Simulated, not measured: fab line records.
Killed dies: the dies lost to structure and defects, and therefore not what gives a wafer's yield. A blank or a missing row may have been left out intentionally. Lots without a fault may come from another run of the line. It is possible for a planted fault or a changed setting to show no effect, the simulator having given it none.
Struck lot and sound lot, side by side    flow rit_cmos    18 out of 202 route steps
Sound: wafers L128.1, L128.2, L128.6. Struck: wafers L136.1, L136.6 (left out: L136.2, a lot-mate that was not struck); the cause follows at the end.
Per side, at each step with rows, come the tool, then ch with its chambers, and then its first start. Under that, the readings that differ: sound wafers    struck wafers    difference of the means    sigmas: that difference in standard deviations of wafers without a fault.
alike: a reading whose means differ by less than 2 such deviations, as well as words and numbers matching on both sides. not compared: withheld readings; readings where some wafer has no value; bounds like >300 that might hide an equal value; numbers whose values overlap and for which the record gives no deviation.
The two part at a step that has a row with sigmas, a row that says differs or no value, or rows on one side only. When numbers do not overlap yet have no deviation, they are printed without sigmas and do not part them. Lack of a reading on every wafer of one side parts them only where that side has two or more wafers.

RIT_M1_SPUTTER_00: material Al, target thk 400 nm, time 522.4 s.
  sound on pvd_sputter-04 at day 4 00:32; struck on pvd_sputter-04 at day 5 19:07
  alike: chamber_pressure_pa, substrate_temp_c, throttle_valve_pct
RIT_M1_RS_MEAS_01: a four-point-probe measurement.
  sound on film_metro-01 at day 4 00:50; struck on film_metro-01 at day 5 19:25
  alike: M1_AL_RS
RIT_M1_THK_MEAS_02: measures by xrf.
  sound on film_metro-01 at day 4 00:57; struck on film_metro-01 at day 5 19:32
  alike: M1_AL_THK
then, 6 steps without rows for these wafers: RIT_M1_HMDS_03 (prime time 60 s); RIT_M1_COAT_04 (resist thk 1300 nm); RIT_M1_SOFTBAKE_05 (time 60 s); RIT_M1_EXPOSE_06 (exposes mask M12, target cd 2600 nm); RIT_M1_PEB_07; RIT_M1_DEVELOP_08 (develop time 68 s).
RIT_M1_CD_MEAS_09: target cd 2600 nm.
  sound on cd_sem-02 at day 4 02:01; struck on cd_sem-01 at day 5 20:36
  alike: cd_nm
RIT_M1_OVL_MEAS_10:
  sound on overlay-01 at day 4 02:08; struck on overlay-01 at day 5 20:43
  alike: M1_OVL
then, 1 step without rows for these wafers: RIT_M1_HARDBAKE_11 (time 120 s).
RIT_M1_METAL_ETCH_12: etches Al in Cl2/BCl3, stops on SiO2, time 165 s, target depth 600 nm.
  sound on rie_metal-01 ch 0,1, day 4 02:25; struck on rie_metal-03 ch 0, day 5 21:02
reading                                  sound              struck       difference  sigmas
oes_product_au (a.u.)                    0.799 0.771 0.788  0.809 0.808  +0.022      +2
model.NOVOLAK_of_M1_COAT_04.thk_nm (nm)  802.2 806.5 806.7  680 673.8    -128        
model.M1.feature_depth_nm (nm)           453.5 448.2 448.6  465.4 463.7  +14.4       
  alike: chamber_pressure_mTorr, drypump_motor_current_A, throttle_valve_pct
  not compared: rf_hours_counter_h, model.SiO2_of_CONTACT_CVD_00.thk_nm
then, 1 step without rows for these wafers: RIT_M1_STRIP_13 (strips in nmp, time 600 s).
RIT_M1_STRIP_14: strips in O2, time 180 s.
  sound on plasma_asher-04 ch 0,1, day 4 02:46; struck on plasma_asher-04 ch 0,1, day 5 21:22
  alike: chamber_pressure_mTorr, drypump_motor_current_A
  not compared: rf_hours_counter_h
RIT_M1_CD_MEAS_90: target cd 2600 nm.
  sound on cd_sem-02 at day 4 02:56; struck on cd_sem-01 at day 5 21:33
reading     sound                 struck         difference  sigmas
cd_nm (nm)  2601.6 2599.0 2598.1  2591.1 2588.4  -9.8        -4
then, 1 step without rows for these wafers: RIT_M1_ANNEAL_15 (time 1800 s).
RIT_M1_PROBE_99:
  sound on prober-01 at day 4 05:54; struck on prober-01 at day 5 23:17
reading                                sound                       struck             difference  sigmas
model.etest.antenna_m1.vt_shift_v (V)  -0.01204 -0.01429 -0.01142  -0.02424 -0.02686  -0.01297    
  alike: defect_limited_yield, killed_at_M0_to_M3, killed_at_front_end, killed_dies, killed_on_rim, killed_open, killed_short, sort_bin_3_pad_short, sort_bin_5_function, sort_bin_6_memory, sort_n_pass, sort_yield_pct

== WHERE THEY PART ==
Last at RIT_M1_CD_MEAS_90 as far as this record goes, first at RIT_M1_METAL_ETCH_12. Later steps at which nothing parts them and some readings are alike: RIT_M1_PROBE_99.

WHY: what the simulator had put in
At RIT_M1_METAL_ETCH_12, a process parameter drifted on rie_metal-03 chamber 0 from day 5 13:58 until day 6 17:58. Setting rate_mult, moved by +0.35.
